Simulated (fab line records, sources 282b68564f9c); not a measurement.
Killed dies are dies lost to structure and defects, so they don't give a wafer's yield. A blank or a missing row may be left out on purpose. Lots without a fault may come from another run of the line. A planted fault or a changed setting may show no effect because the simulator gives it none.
fab line records | flow rit_cmos
record lots=14 wafers=42 last_day=7
route steps=202 shown M1@184
lots that met no fault: from a run of the same line without faults
start_h: hours from the record's first day to the start of the lot's first wafer shown | wait_h: hours since the lot's step before | " the same as in the row above | L1.1+2: a row that stands for several wafers | - no value, or no start given | * or withheld: withheld | < > ~ a bound
route shown NAME@n: a module of which the file shows steps, and the number in the route of the first | usual: mean/standard deviation of fault-free wafers | same: alike in all rows | chamber/n: place in a boat | sites: the reading at each site | _std_site: their standard deviation | _edge_site: outer sites' mean less inner sites' | radius_mm: how far each site lies from the wafer's centre | mask NAME#n: copy n | behind: the tool/chamber that last shaped the wafer | hold: why the lot was held/for how many hours/how that ended | device: the transistor (n, p or np) that didn't switch | end of line: the same wafers' tests at the end of the route | a step without rows: its recipe alone | killed: dies lost to structure and defects at the first sort, not the wafer's yield | map: a wafer's dies, x killed, . not, _ none there
set.NAME: the setting as run; set.NAME@STEP: as run at that earlier step | model.NAME: the simulator's own value behind a step, which no gauge read
steps of the route over a sample of lots; a table a step, a row a wafer
services: from which hour (start_h, from the record's first day; less than 0 if before it) a tool's chamber was out of use, for how many hours, and why
## steps
# step RIT_M1_SPUTTER_00
# recipe material=Al target_thk_nm=400 power_w=2000 chamber_pressure_pa=0.4 gas=Ar time_s=500 substrate_temp_c=25
# usual substrate_temp_c=25.01/0.1 throttle_valve_pct=30.0/0.97
# columns lot.wafer tool chamber start_h wait_h substrate_temp_c throttle_valve_pct
L960.3 pvd_sputter-04 - 56.07 0.0 25.04 31.6
L960.5 " - " " 25.02 30.7
L960.6 " - " " 25.00 30.9
L962.1 pvd_sputter-04 - 65.51 0.0 24.87 30.3
L962.2 " - " " 25.06 31.3
L962.3 " - " " 25.06 31.5
L963.1 pvd_sputter-02 - 69.19 0.0 24.76 30.4
L963.4 " - " " 25.19 28.3
L963.5 " - " " 24.97 28.6
L965.2 pvd_sputter-02 - 83.43 0.0 25.02 30.3
L965.3 " - " " 24.96 28.6
L965.4 " - " " 24.93 29.7
L966.1 pvd_sputter-04 - 87.44 0.0 24.84 31.6
L966.2 " - " " 24.99 31.2
L966.3 " - " " 25.05 30.8
L967.1 pvd_sputter-02 - 90.92 0.0 24.98 28.5
L967.3 " - " " 24.98 28.8
L967.4 " - " " 24.81 30.5
L969.3 pvd_sputter-02 - 100.25 0.0 25.02 28.5
L969.5 " - " " 24.88 28.5
L969.6 " - " " 24.94 30.4
L970.1 pvd_sputter-01 - 107.74 0.0 25.03 29.2
L970.3 " - " " 25.03 29.8
L970.5 " - " " 24.93 30.8
L971.2 pvd_sputter-02 - 115.80 0.0 24.81 30.6
L971.4 " - " " 24.95 28.6
L971.5 " - " " 25.24 28.5
L973.2 pvd_sputter-02 - 122.38 0.0 25.04 29.8
L973.3 " - " " 25.01 28.5
L973.5 " - " " 24.94 28.3
L974.1 pvd_sputter-01 - 124.38 0.0 25.04 30.6
L974.2 " - " " 25.02 29.1
L974.3 " - " " 25.08 29.6
L979.4 pvd_sputter-01 - 148.73 0.0 24.96 29.1
L979.5 " - " " 25.11 29.6
L979.6 " - " " 25.04 28.9
L981.1 pvd_sputter-01 - 164.16 0.0 25.07 30.7
L981.5 " - " " 25.00 30.5
L981.6 " - " " 24.95 29.6
L983.2 pvd_sputter-01 - 172.52 0.0 25.10 30.6
L983.4 " - " " 24.87 30.6
L983.5 " - " " 24.81 30.9
# step RIT_M1_RS_MEAS_01
# recipe thk_meas_gauge=four-point-probe reads=Al_of_M1_SPUTTER_00
# usual M1_AL_RS=0.0737/0.0008
# columns lot.wafer tool chamber start_h wait_h M1_AL_RS[ohm/sq]
L960.3 film_metro-03 - 56.40 0.2 0.0726
L960.5 " - " " 0.0747
L960.6 " - " " 0.0741
L962.1 film_metro-04 - 65.80 0.1 0.0739
L962.2 " - " " 0.0738
L962.3 " - " " 0.0727
L963.1 film_metro-04 - 69.49 0.1 0.0725
L963.4 " - " " 0.0731
L963.5 " - " " 0.0719
L965.2 film_metro-02 - 83.74 0.2 0.0741
L965.3 " - " " 0.0736
L965.4 " - " " 0.0735
L966.1 film_metro-03 - 87.73 0.1 0.0723
L966.2 " - " " 0.0729
L966.3 " - " " 0.0729
L967.1 film_metro-03 - 91.21 0.1 0.0740
L967.3 " - " " 0.0731
L967.4 " - " " 0.0742
L969.3 film_metro-02 - 100.58 0.2 0.0732
L969.5 " - " " 0.0733
L969.6 " - " " 0.0733
L970.1 film_metro-02 - 108.04 0.1 0.0738
L970.3 " - " " 0.0739
L970.5 " - " " 0.0748
L971.2 film_metro-04 - 116.12 0.2 0.0404
L971.4 " - " " 0.0400
L971.5 " - " " 0.0398
L973.2 film_metro-02 - 122.70 0.2 0.0399
L973.3 " - " " 0.0402
L973.5 " - " " 0.0401
L974.1 film_metro-03 - 124.68 0.1 0.0750
L974.2 " - " " 0.0752
L974.3 " - " " 0.0749
L979.4 film_metro-02 - 149.09 0.2 0.0744
L979.5 " - " " 0.0740
L979.6 " - " " 0.0746
L981.1 film_metro-03 - 164.48 0.2 0.0733
L981.5 " - " " 0.0734
L981.6 " - " " 0.0731
L983.2 film_metro-04 - 172.86 0.2 0.0746
L983.4 " - " " 0.0740
L983.5 " - " " 0.0751
# step RIT_M1_THK_MEAS_02
# recipe thk_meas_gauge=xrf reads=Al_of_M1_SPUTTER_00
# usual M1_AL_THK=399/5
# columns lot.wafer tool chamber start_h wait_h M1_AL_THK[nm]
L960.3 film_metro-03 - 56.50 0.1 404
L960.5 " - " " 392
L960.6 " - " " 396
L962.1 film_metro-04 - 65.92 0.1 403
L962.2 " - " " 402
L962.3 " - " " 405
L963.1 film_metro-04 - 69.61 0.1 411
L963.4 " - " " 406
L963.5 " - " " 412
L965.2 film_metro-02 - 83.85 0.1 396
L965.3 " - " " 396
L965.4 " - " " 399
L966.1 film_metro-03 - 87.85 0.1 404
L966.2 " - " " 402
L966.3 " - " " 404
L967.1 film_metro-03 - 91.33 0.1 400
L967.3 " - " " 401
L967.4 " - " " 397
L969.3 film_metro-02 - 100.68 0.1 401
L969.5 " - " " 399
L969.6 " - " " 402
L970.1 film_metro-02 - 108.16 0.1 393
L970.3 " - " " 396
L970.5 " - " " 394
L971.2 film_metro-04 - 116.23 0.1 727
L971.4 " - " " 732
L971.5 " - " " 736
L973.2 film_metro-02 - 122.81 0.1 726
L973.3 " - " " 719
L973.5 " - " " 723
L974.1 film_metro-03 - 124.80 0.1 389
L974.2 " - " " 392
L974.3 " - " " 391
L979.4 film_metro-02 - 149.18 0.1 392
L979.5 " - " " 394
L979.6 " - " " 391
L981.1 film_metro-03 - 164.60 0.1 400
L981.5 " - " " 401
L981.6 " - " " 403
L983.2 film_metro-04 - 172.97 0.1 396
L983.4 " - " " 399
L983.5 " - " " 393
# step RIT_M1_METAL_ETCH_12
# recipe stop_on=SiO2 chemistry=Cl2/BCl3 target=Al time_s=165 over_etch_frac=0.5 pressure_mtorr=100 target_depth_a=6000 rf_w=247.3 Cl2_flow_sccm=60 bcl3_flow_sccm=50
# usual drypump_motor_current_A=5.8/0.69 oes_product_au=0.773/0.013 rf_fwd_power_W=246.4/0.71 throttle_valve_pct=8.21/0.1
# columns lot.wafer tool chamber start_h wait_h drypump_motor_current_A oes_product_au rf_fwd_power_W rf_hours_counter_h throttle_valve_pct
L960.3 rie_metal-04 1 57.92 0.2 6.6 0.776 247.4 - 8.27
L960.5 " 1 " " 6.7 0.766 247.5 - 8.29
L960.6 " 0 " " 4.9 0.760 246.7 - 8.07
L962.1 rie_metal-01 1 67.36 0.2 5.0 0.797 246.9 2 8.16
L962.2 " 0 " " 6.4 0.791 246.9 2 8.13
L962.3 " 1 " " 5.0 0.799 246.9 - 8.15
L963.1 rie_metal-04 1 71.14 0.2 6.6 0.774 246.3 39 8.28
L963.4 " 0 " " 5.0 0.768 246.4 - 8.06
L963.5 " 1 " " 6.6 0.778 246.5 - 8.30
L965.2 rie_metal-01 0 85.31 0.2 6.4 0.786 246.4 3 8.14
L965.3 " 1 " " 5.0 0.797 246.8 - 8.15
L965.4 " 0 " " 6.4 0.783 247.0 - 8.13
L966.1 rie_metal-04 0 89.26 0.2 5.0 0.765 247.7 33 8.07
L966.2 " 0 " " 5.0 0.768 246.2 - 8.06
L966.3 " 0 " " 5.0 0.769 246.6 - 8.06
L967.1 rie_metal-03 1 92.68 0.2 6.6 0.765 245.9 4 8.19
L967.3 " 1 " " 6.5 0.768 245.8 - 8.19
L967.4 " 0 " " 5.4 0.759 247.2 - 8.36
L969.3 rie_metal-04 0 102.06 0.2 4.9 0.762 247.1 - 8.07
L969.5 " 1 " " 6.6 0.774 247.2 - 8.29
L969.6 " 0 " " 5.0 0.751 247.5 - 8.07
L970.1 rie_metal-03 1 109.63 0.2 6.6 0.772 245.5 4 8.19
L970.3 " 1 " " 6.6 0.766 245.1 - 8.20
L970.5 " 0 " " 5.4 0.753 246.9 - 8.34
L971.2 rie_metal-01 1 117.58 0.2 5.1 1.022 246.6 3 8.12
L971.4 " 1 " " 5.0 0.995 246.4 - 8.11
L971.5 " 1 " " 5.0 1.001 247.4 - 8.13
L973.2 rie_metal-03 0 124.27 0.2 5.4 0.958 246.2 5 8.31
L973.3 " 1 " " 6.6 1.009 245.6 - 8.16
L973.5 " 0 " " 5.4 0.967 246.9 - 8.33
L974.1 rie_metal-04 0 126.14 0.2 4.9 0.746 246.5 34 8.07
L974.2 " 1 " " 6.6 0.759 246.3 40 8.28
L974.3 " 0 " " 5.0 0.750 246.6 - 8.06
L979.4 rie_metal-03 1 150.55 0.1 6.6 0.777 247.3 - 8.20
L979.5 " 0 " " 5.4 0.765 246.0 - 8.35
L979.6 " 1 " " 6.6 0.771 247.1 - 8.20
L981.1 rie_metal-04 0 165.95 0.2 5.0 0.781 245.8 0 8.06
L981.5 " 0 " " 4.9 0.783 246.2 - 8.07
L981.6 " 1 " " 6.6 0.794 246.5 - 8.28
L983.2 rie_metal-01 1 174.43 0.2 5.0 0.794 247.3 3 8.16
L983.4 " 1 " " 5.0 0.800 247.2 - 8.17
L983.5 " 0 " " 6.3 0.783 245.8 - 8.14
# step RIT_M1_PROBE_99
# usual defect_limited_yield=97.4/1.2 killed_at_M0_to_M3=0/0 killed_at_contacts=0.0/0.22 killed_at_front_end=7/3.3 killed_dies=7/3.3 killed_on_rim=1.9/1.4 killed_open=3.3/1.9 killed_short=3.6/2.1 sort_bin_3_pad_short=0.1/0.23 sort_bin_5_function=1.5/0.92 sort_bin_6_memory=1.0/0.64 sort_n_pass=257/3.3 sort_yield_pct=97.4/1.2
# same gross_dies=264 killed_at_M4_up=0 killed_at_back_side=0 killed_at_other=0
# columns lot.wafer tool chamber start_h wait_h defect_limited_yield[%] killed_at_M0_to_M3 killed_at_contacts killed_at_front_end killed_dies killed_on_rim killed_open killed_short sort_bin_3_pad_short[%] sort_bin_5_function[%] sort_bin_6_memory[%] sort_n_pass sort_yield_pct[%]
L962.1 prober-01 - 69.61 0.1 98.1 0 0 5 5 1 3 2 0 1.5 0.4 259 98.1
L962.2 prober-01 - 69.66 0.1 99.6 0 0 1 1 0 1 0 0 0.4 0 263 99.6
L962.3 prober-01 - 69.71 0.2 97.7 0 0 6 6 3 4 2 0 1.5 0.8 258 97.7
L966.1 prober-01 - 91.85 0.1 97.3 0 0 7 7 1 2 5 0.4 1.5 0.8 257 97.3
L966.2 prober-01 - 91.90 0.1 94.3 0 0 15 15 6 7 8 0.4 4.2 1.1 249 94.3
L966.3 prober-01 - 91.95 0.2 97.3 0 0 7 7 2 5 2 0 1.9 0.8 257 97.3
L967.1 prober-02 - 94.95 0.1 97.3 0 0 7 7 1 4 3 0.8 1.1 0.8 257 97.3
L967.3 prober-02 - 95.05 0.2 98.5 0 0 4 4 2 2 0 0 0.4 1.1 260 98.5
L967.4 prober-02 - 95.10 0.2 95.8 0 0 11 11 2 5 6 0 3.4 0.8 253 95.8
L969.3 prober-02 - 104.51 0.2 95.1 0 0 13 13 1 6 7 0.4 1.5 3.0 251 95.1
L969.5 prober-02 - 104.61 0.2 96.2 0 0 10 10 3 8 2 0 2.3 1.5 254 96.2
L969.6 prober-02 - 104.66 0.2 98.5 0 0 4 4 2 2 2 0 1.1 0.4 260 98.5
L971.2 prober-02 - 119.90 0.1 0 249 0 15 264 70 8 7 0 98.1 1.9 0 0
L971.4 prober-02 - 120.00 0.2 0 252 0 12 264 70 5 7 0.4 97.3 2.3 0 0
L971.5 prober-02 - 120.05 0.2 0 258 0 6 264 70 4 2 0 99.6 0.4 0 0
L973.2 prober-02 - 126.57 0.1 0 258 0 6 264 70 2 4 0 99.2 0.8 0 0
L973.3 prober-02 - 126.62 0.2 0 253 2 9 264 70 4 7 0.4 98.9 0.8 0 0
L973.5 prober-02 - 126.72 0.2 0 254 0 10 264 70 4 6 0 99.2 0.8 0 0
L974.1 prober-01 - 128.40 0.1 97.0 0 0 8 8 2 4 4 0 1.1 1.9 256 97.0
L974.2 prober-01 - 128.45 0.1 97.7 0 0 6 6 0 2 4 0 1.5 0.8 258 97.7
L974.3 prober-01 - 128.50 0.2 97.3 0 0 7 7 2 2 5 0 1.1 1.5 257 97.3
# killed by level:class
L962.1 FOX1:geometric_particle:open=1 FOX2:geometric_particle:short=1 GATE:geometric_particle:short=1 REOX:geometric_particle:open=1 SILICIDE:geometric_particle:open=1
L962.2 GATE:geometric_particle:open=1
L962.3 GATE:geometric_particle:open=3 FOX2:geometric_particle:open=1 FOX2:geometric_particle:short=1 GATE:geometric_particle:short=1
L966.1 FOX1:geometric_particle:short=2 REOX:geometric_particle:short=2 REOX:geometric_particle:open=1 SPACER:geometric_particle:short=1 SILICIDE:geometric_particle:open=1
L966.2 GATE:geometric_particle:short=5 SPACER:geometric_particle:open=4 GATE:geometric_particle:open=2 FOX1:geometric_particle:short=1 FOX2:geometric_particle:short=1 REOX:geometric_particle:open=1 SPACER:geometric_particle:short=1
L966.3 GATE:geometric_particle:open=2 REOX:geometric_particle:open=2 FOX1:geometric_particle:short=1 SPACER:geometric_particle:short=1 SPACER:geometric_particle:open=1
L967.1 FOX2:geometric_particle:open=2 SILICIDE:geometric_particle:open=2 FOX2:geometric_particle:short=1 GATE:geometric_particle:short=1 SILICIDE:geometric_particle:short=1
L967.3 ACTIVE:coat_microbubble_printed=2 ACTIVE:geometric_particle:open=1 GATE:geometric_particle:open=1
L967.4 FOX2:geometric_particle:open=2 GATE:geometric_particle:short=2 REOX:geometric_particle:short=2 FOX2:geometric_particle:short=1 REOX:geometric_particle:open=1 SPACER:geometric_particle:short=1 SPACER:geometric_particle:open=1 SILICIDE:geometric_particle:open=1
L969.3 FOX1:geometric_particle:short=2 FOX2:geometric_particle:open=2 ACTIVE:geometric_particle:short=1 FOX1:geometric_particle:open=1 FOX2:geometric_particle:short=1 GATE:geometric_particle:short=1 REOX:geometric_particle:short=1 REOX:geometric_particle:open=1
L969.5 GATE:geometric_particle:open=5 GATE:geometric_particle:short=2 FOX2:geometric_particle:open=1 REOX:geometric_particle:open=1 SPACER:geometric_particle:open=1
L969.6 GATE:geometric_particle:short=2 FOX1:geometric_particle:open=1 GATE:geometric_particle:open=1
L971.2 M1:area_etch=249 GATE:geometric_particle:open=6 FOX2:geometric_particle:short=3 SPACER:geometric_particle:short=2 FOX2:geometric_particle:open=1 GATE:geometric_particle:short=1 REOX:geometric_particle:short=1 SILICIDE:geometric_particle:open=1
L971.4 M1:area_etch=252 FOX1:geometric_particle:open=2 FOX2:geometric_particle:open=2 SILICIDE:geometric_particle:short=2 FOX1:geometric_particle:short=1 FOX2:geometric_particle:short=1 GATE:geometric_particle:open=1 GATE:geometric_particle:short=1
L971.5 M1:area_etch=258 SPACER:geometric_particle:open=2 GATE:geometric_particle:short=1 GATE:geometric_particle:open=1 SILICIDE:geometric_particle:short=1 SILICIDE:geometric_particle:open=1
L973.2 M1:area_etch=258 GATE:geometric_particle:open=2 REOX:geometric_particle:short=2 FOX1:geometric_particle:short=1 GATE:geometric_particle:short=1
L973.3 M1:area_etch=253 FOX1:geometric_particle:short=2 CONTACT:geometric_particle:short=2 FOX1:geometric_particle:open=1 FOX2:geometric_particle:open=1 GATE:geometric_particle:open=1 GATE:geometric_particle:short=1 REOX:geometric_particle:short=1
L973.5 M1:area_etch=254 SILICIDE:geometric_particle:short=3 GATE:geometric_particle:short=2 SILICIDE:geometric_particle:open=2 GATE:geometric_particle:open=1 REOX:geometric_particle:open=1 SPACER:geometric_particle:short=1
L974.1 FOX1:geometric_particle:short=1 FOX1:geometric_particle:open=1 FOX2:geometric_particle:short=1 GATE:geometric_particle:open=1 REOX:geometric_particle:open=1 SPACER:geometric_particle:open=1 SPACER:geometric_particle:short=1 SILICIDE:geometric_particle:short=1
L974.2 SPACER:geometric_particle:short=3 GATE:geometric_particle:open=1 REOX:geometric_particle:short=1 SPACER:geometric_particle:open=1
L974.3 FOX1:geometric_particle:short=2 FOX2:geometric_particle:short=1 GATE:geometric_particle:open=1 GATE:geometric_particle:short=1 SILICIDE:geometric_particle:open=1 SILICIDE:geometric_particle:short=1
## services
# columns tool chamber start_h hours kind
rie_metal-03 1 64.17 4.9 repair
rie_metal-04 1 73.75 20.2 repair
rie_metal-01 - 112.99 1.4 pm
rie_metal-01 - 124.36 28.1 pm
rie_metal-04 - 136.12 20.0 pm
rie_metal-04 0 136.12 20.0 vent_cycle
rie_metal-04 1 136.12 20.0 vent_cycle
pvd_sputter-01 - 138.47 10.1 repair
rie_metal-04 0 156.12 - clean
rie_metal-04 1 156.12 - clean
## key
first_sign step=RIT_M1_RS_MEAS_01 reading=M1_AL_RS direction=down sigmas=42 usual=0.0737 struck=0.0401
effect step=RIT_M1_THK_MEAS_02 reading=M1_AL_THK direction=up sigmas=66 usual=399 struck=727
effect step=RIT_M1_METAL_ETCH_12 reading=oes_product_au direction=up sigmas=17 usual=0.773 struck=0.992
effect step=RIT_M1_PROBE_99 reading=killed_at_M0_to_M3 direction=up sigmas=99+ usual=0 struck=254
more_kills_born_at RIT_M1_METAL_ETCH_12@rie_metal-03=765 RIT_M1_METAL_ETCH_12@rie_metal-01=759
met_at RIT_M1_SPUTTER_00
struck_lots L971,L973
later_rows_left_out L971.2,L971.4,L971.5,L973.2,L973.3,L973.5
onset_between 100.25 115.80
fault kind=process_parameter_drift tool=pvd_sputter-02 chamber=- onset_h=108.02 steps=RIT_M1_SPUTTER_00 channel=target_thk_nm offset=328.18 shape=step end_h=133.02 stated=400
# later_rows_left_out: the simulator's readings of these wafers behind a module that went badly wrong aren't trusted and aren't shown, but for the sort
